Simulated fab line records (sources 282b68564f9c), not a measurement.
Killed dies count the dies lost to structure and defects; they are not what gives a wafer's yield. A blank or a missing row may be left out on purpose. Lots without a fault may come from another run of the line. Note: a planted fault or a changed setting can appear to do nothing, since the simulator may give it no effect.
fab line records + flow rit_cmos + part 2 of 2: steps 38 to 51 of 51
[record]
- lots = 5
- wafers = 15
- last_day = 7
route steps=202 shown ACTIVE@2 FOX1@20 FOX2@23 NWELL@28 PWELL@39 WELLDRIVE@50
lots that met no fault: from a run of the same line without faults
start_h: the number of hours between the record's first day and the start of the first shown wafer of the lot + wait_h: hours from the lot's prior step to this one + " unchanged from the row above + L1.1+2: a single row standing in for several wafers + - no value, or no start was given + * or withheld: withheld + < > ~ a bound
route shown NAME@n: a module of which the file shows steps, and the number in the route of the first + usual: average and standard deviation across the fault-free wafers + same: alike in all rows + chamber/n: place in a boat + sites: readings site by site + _std_site: standard deviation across them + _edge_site: mean of outer sites minus mean of inner sites + radius_mm: for every site, how far away it sits from the centre of the wafer + mask NAME#n: copy n + behind: the last tool/chamber to shape the wafer + hold: the reason the lot was held/the length of the hold in hours/how it ended + device: names the non-switching transistor (n, p or np) + end of line: tests run on the same wafers once the route is complete + a step with no rows: only its recipe + killed: dies lost to structure and defects at the first sort, not the wafer's yield + map: a wafer's dies, marking killed ones x, the rest . and places with no die _
set.NAME: the run value of the setting; set.NAME@STEP: its run value at that earlier step + model.NAME: the simulator's own value behind a step, which no gauge read
certain route steps with their lots: each step a table, each wafer a row
services: a tool's chamber out of use, with start hour (start_h, from the record's first day; less than 0 if before it), hours out, and reason
[[steps]]
[step RIT_PWELL_HMDS_00]
[recipe]
- prime_time_s = 60
- prime_temp_c = 140
| lot.wafer  | tool           | chamber | start_h | wait_h |
|------------|----------------|---------|---------|--------|
| L075.3+4+5 | litho_track-01 | 0       | 31.26   | 0.1    |
| L077.2+5+6 | litho_track-01 | 0       | 36.02   | 0.1    |
| L086.2+3+4 | litho_track-03 | 0       | 81.13   | 0.1    |
| L090.2+4+5 | litho_track-04 | 0       | 101.20  | 0.1    |
| L097.1+3+5 | litho_track-01 | 0       | 137.03  | 0.1    |
[step RIT_PWELL_COAT_01]
[recipe]
- resist = NOVOLAK
- spin_rpm = 1959
- resist_thk_nm = 1300
| lot.wafer  | tool           | chamber | start_h | wait_h |
|------------|----------------|---------|---------|--------|
| L075.3+4+5 | litho_track-01 | 0       | 31.41   | 0.1    |
| L077.2+5+6 | litho_track-01 | 0       | 36.17   | 0.1    |
| L086.2+3+4 | litho_track-03 | 0       | 81.28   | 0.1    |
| L090.2+4+5 | litho_track-04 | 0       | 101.35  | 0.1    |
| L097.1+3+5 | litho_track-01 | 0       | 137.18  | 0.1    |
[step RIT_PWELL_SOFTBAKE_02]
[recipe]
- resist = NOVOLAK
- temp_c = 90
- time_s = 60
| lot.wafer  | tool           | chamber | start_h | wait_h |
|------------|----------------|---------|---------|--------|
| L075.3+4+5 | litho_track-01 | 0       | 31.56   | 0.1    |
| L077.2+5+6 | litho_track-01 | 0       | 36.32   | 0.1    |
| L086.2+3+4 | litho_track-03 | 0       | 81.43   | 0.1    |
| L090.2+4+5 | litho_track-04 | 0       | 101.50  | 0.1    |
| L097.1+3+5 | litho_track-01 | 0       | 137.33  | 0.1    |
[step RIT_PWELL_EXPOSE_03]
[recipe]
- mask_id = M3
- na = 0.57
- target_cd_nm = 43700
- dose_mj = 250
| lot.wafer  | tool             | chamber | start_h | wait_h | mask |
|------------|------------------|---------|---------|--------|------|
| L075.3+4+5 | iline_stepper-02 | 0       | 31.70   | 0.1    | M3#0 |
| L077.2+5+6 | iline_stepper-01 | 0       | 36.46   | 0.1    | M3#0 |
| L086.2+3+4 | iline_stepper-01 | 0       | 81.58   | 0.1    | M3#0 |
| L090.2+4+5 | iline_stepper-01 | 0       | 101.65  | 0.1    | M3#0 |
| L097.1+3+5 | iline_stepper-01 | 0       | 137.48  | 0.1    | M3#0 |
[step RIT_PWELL_PEB_04]
[recipe]
- resist = NOVOLAK
- temp_c = withheld
- time_s = withheld
| lot.wafer  | tool           | chamber | start_h | wait_h |
|------------|----------------|---------|---------|--------|
| L075.3+4+5 | litho_track-03 | 0       | 31.88   | 0.2    |
| L077.2+5+6 | litho_track-04 | 0       | 36.92   | 0.4    |
| L086.2+3+4 | litho_track-03 | 0       | 81.73   | 0.1    |
| L090.2+4+5 | litho_track-04 | 0       | 101.77  | 0.1    |
| L097.1+3+5 | litho_track-04 | 0       | 137.59  | 0.1    |
[step RIT_PWELL_DEVELOP_05]
[recipe]
- resist = NOVOLAK
- develop_time_s = 68
- dev_temp_c = 23
| lot.wafer  | tool           | chamber | start_h | wait_h |
|------------|----------------|---------|---------|--------|
| L075.3+4+5 | litho_track-03 | 0       | -       | -      |
| L077.2+5+6 | litho_track-04 | 0       | -       | -      |
| L086.2+3+4 | litho_track-03 | 0       | -       | -      |
| L090.2+4+5 | litho_track-04 | 0       | -       | -      |
| L097.1+3+5 | litho_track-04 | 0       | -       | -      |
[step RIT_PWELL_OVL_MEAS_06]
[usual]
- PWELL_OVL = -0.2/1.3
| lot.wafer | tool       | chamber | start_h | wait_h | PWELL_OVL[nm] |
|-----------|------------|---------|---------|--------|---------------|
| L075.3    | overlay-01 | -       | 32.16   | -      | 0.7           |
| L075.4    | "          | -       | "       | "      | 1.1           |
| L075.5    | "          | -       | "       | "      | 0.5           |
| L077.2    | overlay-01 | -       | 37.22   | -      | -0.9          |
| L077.5    | "          | -       | "       | "      | -0.1          |
| L077.6    | "          | -       | "       | "      | -1.3          |
| L086.2    | overlay-01 | -       | 82.03   | -      | -0.3          |
| L086.3    | "          | -       | "       | "      | -0.8          |
| L086.4    | "          | -       | "       | "      | -0.1          |
| L090.2    | overlay-01 | -       | 102.06  | -      | -2.2          |
| L090.4    | "          | -       | "       | "      | -1.1          |
| L090.5    | "          | -       | "       | "      | -2.4          |
| L097.1    | overlay-02 | -       | 137.91  | -      | -2.2          |
| L097.3    | "          | -       | "       | "      | -1.1          |
| L097.5    | "          | -       | "       | "      | -2.3          |
[step RIT_PWELL_HARDBAKE_07]
[recipe]
- resist = NOVOLAK
- temp_c = 140
- time_s = 120
| lot.wafer  | tool           | chamber | start_h | wait_h |
|------------|----------------|---------|---------|--------|
| L075.3+4+5 | litho_track-01 | 0       | 32.29   | 0.1    |
| L077.2+5+6 | litho_track-01 | 0       | 37.29   | 0.1    |
| L086.2+3+4 | litho_track-03 | 0       | 82.10   | 0.1    |
| L090.2+4+5 | litho_track-03 | 0       | 102.13  | 0.1    |
| L097.1+3+5 | litho_track-03 | 0       | 137.94  | 0.0    |
[step RIT_PWELL_IMPLANT_08]
[recipe]
- species = B
- energy_kev = 170
- dose_cm2 = 7e+13
- tilt_deg = 7
[usual]
- dose_ions_cm2 = 7.001e+13/7.9e+10
| lot.wafer | tool         | chamber | start_h | wait_h | dose_ions_cm2 |
|-----------|--------------|---------|---------|--------|---------------|
| L075.3    | implanter-03 | 0       | 32.51   | 0.2    | 7.019e+13     |
| L075.4    | "            | 0       | "       | "      | 7.012e+13     |
| L075.5    | "            | 0       | "       | "      | 7.023e+13     |
| L077.2    | implanter-04 | 0       | 37.52   | 0.2    | 7.015e+13     |
| L077.5    | "            | 0       | "       | "      | 7.012e+13     |
| L077.6    | "            | 0       | "       | "      | 7.008e+13     |
| L086.2    | implanter-01 | 0       | 82.33   | 0.2    | 6.989e+13     |
| L086.3    | "            | 0       | "       | "      | 6.997e+13     |
| L086.4    | "            | 0       | "       | "      | 6.987e+13     |
| L090.2    | implanter-03 | 0       | 102.37  | 0.2    | 7.003e+13     |
| L090.4    | "            | 0       | "       | "      | 7.001e+13     |
| L090.5    | "            | 0       | "       | "      | 6.998e+13     |
| L097.1    | implanter-01 | 0       | 138.19  | 0.2    | 7.005e+13     |
| L097.3    | "            | 0       | "       | "      | 7.002e+13     |
| L097.5    | "            | 0       | "       | "      | 6.986e+13     |
[step RIT_PWELL_STRIP_09]
[recipe]
- chemistry = O2
- time_s = 180
- resist = NOVOLAK
- platen_temp_c = withheld
- power_w = 500
- pressure_mtorr = 4000
- o2_flow_sccm = 4000
[usual]
- drypump_motor_current_A = 5.4/0.46
| lot.wafer | tool            | chamber | start_h | wait_h | drypump_motor_current_A | rf_hours_counter_h |
|-----------|-----------------|---------|---------|--------|-------------------------|--------------------|
| L075.3    | plasma_asher-01 | 0       | 32.67   | 0.1    | 4.6                     | -                  |
| L075.4    | "               | 1       | "       | "      | 5.2                     | -                  |
| L075.5    | "               | 0       | "       | "      | 4.6                     | -                  |
| L077.2    | plasma_asher-01 | 1       | 37.65   | 0.1    | 5.2                     | 38                 |
| L077.5    | "               | 0       | "       | "      | 4.7                     | -                  |
| L077.6    | "               | 1       | "       | "      | 5.2                     | -                  |
| L086.2    | plasma_asher-04 | 1       | 82.46   | 0.1    | 5.7                     | 29                 |
| L086.3    | "               | 1       | "       | "      | 5.8                     | -                  |
| L086.4    | "               | 0       | "       | "      | 5.3                     | -                  |
| L090.2    | plasma_asher-02 | 1       | 102.49  | 0.1    | 5.8                     | 48                 |
| L090.4    | "               | 1       | "       | "      | 5.8                     | -                  |
| L090.5    | "               | 0       | "       | "      | 5.9                     | -                  |
| L097.1    | plasma_asher-01 | 0       | 138.34  | 0.1    | 4.7                     | 50                 |
| L097.3    | "               | 0       | "       | "      | 4.6                     | -                  |
| L097.5    | "               | 0       | "       | "      | 4.7                     | -                  |
[step RIT_PWELL_TW_MEAS_10]
[usual]
- PWELL_TW = 961/5
| lot.wafer | tool          | chamber | start_h | wait_h | PWELL_TW |
|-----------|---------------|---------|---------|--------|----------|
| L075.3    | film_metro-03 | -       | 32.81   | 0.1    | 964      |
| L075.4    | "             | -       | "       | "      | 969      |
| L075.5    | "             | -       | "       | "      | 967      |
| L077.2    | film_metro-02 | -       | 37.83   | 0.1    | 968      |
| L077.5    | "             | -       | "       | "      | 961      |
| L077.6    | "             | -       | "       | "      | 963      |
| L086.2    | film_metro-01 | -       | 82.64   | 0.1    | 947      |
| L086.3    | "             | -       | "       | "      | 948      |
| L086.4    | "             | -       | "       | "      | 950      |
| L090.2    | film_metro-01 | -       | 102.68  | 0.1    | 964      |
| L090.4    | "             | -       | "       | "      | 963      |
| L090.5    | "             | -       | "       | "      | 963      |
| L097.1    | film_metro-03 | -       | 138.52  | 0.1    | 961      |
| L097.3    | "             | -       | "       | "      | 962      |
| L097.5    | "             | -       | "       | "      | 963      |
[step RIT_WELLDRIVE_ANNEAL_00]
[recipe]
- temp_c = 1100
- time_s = 14700
- ambient = N2
| lot.wafer  | tool       | chamber | start_h | wait_h |
|------------|------------|---------|---------|--------|
| L075.3+4+5 | furnace-04 | 0       | 32.85   | 0.0    |
| L077.2+5+6 | furnace-04 | 0       | 39.24   | 1.4    |
| L086.2+3+4 | furnace-02 | 0       | 82.69   | 0.0    |
| L090.2+4+5 | furnace-02 | 0       | 102.73  | 0.0    |
| L097.1+3+5 | furnace-04 | 0       | 138.58  | 0.1    |
[step RIT_WELLDRIVE_RS_MEAS_01]
[recipe]
- thk_meas_gauge = four-point-probe
[usual]
- NWELL_RS = 275.5/0.81
| lot.wafer | tool          | chamber | start_h | wait_h | NWELL_RS[ohm/sq] |
|-----------|---------------|---------|---------|--------|------------------|
| L075.3    | film_metro-01 | -       | 37.97   | 0.0    | 275.1            |
| L075.4    | "             | -       | "       | "      | 275.5            |
| L075.5    | "             | -       | "       | "      | 275.1            |
| L077.2    | film_metro-01 | -       | 44.35   | 0.0    | 275.4            |
| L077.5    | "             | -       | "       | "      | 275.5            |
| L077.6    | "             | -       | "       | "      | 275.2            |
| L086.2    | film_metro-02 | -       | 87.79   | 0.0    | 273.6            |
| L086.3    | "             | -       | "       | "      | 273.6            |
| L086.4    | "             | -       | "       | "      | 273.4            |
| L090.2    | film_metro-02 | -       | 107.83  | 0.0    | 275.1            |
| L090.4    | "             | -       | "       | "      | 275.1            |
| L090.5    | "             | -       | "       | "      | 274.3            |
| L097.1    | film_metro-02 | -       | 143.66  | 0.0    | 275.7            |
| L097.3    | "             | -       | "       | "      | 275.3            |
| L097.5    | "             | -       | "       | "      | 275.6            |
[step RIT_WELLDRIVE_RS_MEAS_02]
[recipe]
- thk_meas_gauge = four-point-probe
[usual]
- PWELL_RS = 429.4/1.2
| lot.wafer | tool          | chamber | start_h | wait_h | PWELL_RS[ohm/sq] |
|-----------|---------------|---------|---------|--------|------------------|
| L075.3    | film_metro-01 | -       | 38.09   | 0.1    | 430.8            |
| L075.4    | "             | -       | "       | "      | 430.7            |
| L075.5    | "             | -       | "       | "      | 428.8            |
| L077.2    | film_metro-01 | -       | 44.47   | 0.1    | 429.1            |
| L077.5    | "             | -       | "       | "      | 430.3            |
| L077.6    | "             | -       | "       | "      | 429.9            |
| L086.2    | film_metro-02 | -       | 87.91   | 0.1    | 430.0            |
| L086.3    | "             | -       | "       | "      | 429.4            |
| L086.4    | "             | -       | "       | "      | 429.6            |
| L090.2    | film_metro-02 | -       | 107.95  | 0.1    | 428.4            |
| L090.4    | "             | -       | "       | "      | 428.0            |
| L090.5    | "             | -       | "       | "      | 429.2            |
| L097.1    | film_metro-02 | -       | 143.78  | 0.1    | 429.2            |
| L097.3    | "             | -       | "       | "      | 427.6            |
| L097.5    | "             | -       | "       | "      | 427.9            |
[[services]]
| tool             | chamber | start_h | hours | kind   |
|------------------|---------|---------|-------|--------|
| implanter-03     | -       | -7.56   | 6.1   | repair |
| wet_bench-02     | -       | -7.39   | 33.8  | repair |
| furnace-01       | -       | -4.74   | 3.2   | pm     |
| furnace-02       | -       | -2.95   | 4.0   | pm     |
| furnace-01       | -       | -1.57   | 3.9   | pm     |
| implanter-03     | -       | -1.51   | 2.4   | pm     |
| furnace-04       | -       | 5.70    | 4.3   | pm     |
| furnace-02       | -       | 12.02   | 4.2   | pm     |
| lpcvd-02         | -       | 16.76   | 6.0   | pm     |
| implanter-01     | -       | 24.38   | 2.4   | repair |
| implanter-02     | -       | 26.92   | 4.4   | repair |
| rie_diel-03      | 0       | 33.76   | 4.5   | repair |
| rie_diel-02      | -       | 39.46   | 1.9   | repair |
| implanter-02     | -       | 44.78   | 2.9   | repair |
| implanter-01     | -       | 45.25   | 0.9   | repair |
| implanter-04     | -       | 46.65   | 1.8   | repair |
| rie_diel-02      | -       | 71.46   | 2.8   | pm     |
| implanter-03     | -       | 73.07   | 11.8  | pm     |
| implanter-02     | -       | 73.58   | 2.8   | pm     |
| iline_stepper-01 | -       | 90.49   | 1.7   | pm     |
| wet_bench-01     | -       | 102.85  | 3.5   | repair |
| rie_diel-03      | 0       | 109.35  | 9.4   | repair |
| rie_diel-03      | 1       | 113.32  | 8.1   | repair |
| iline_stepper-02 | -       | 126.80  | 1.7   | pm     |
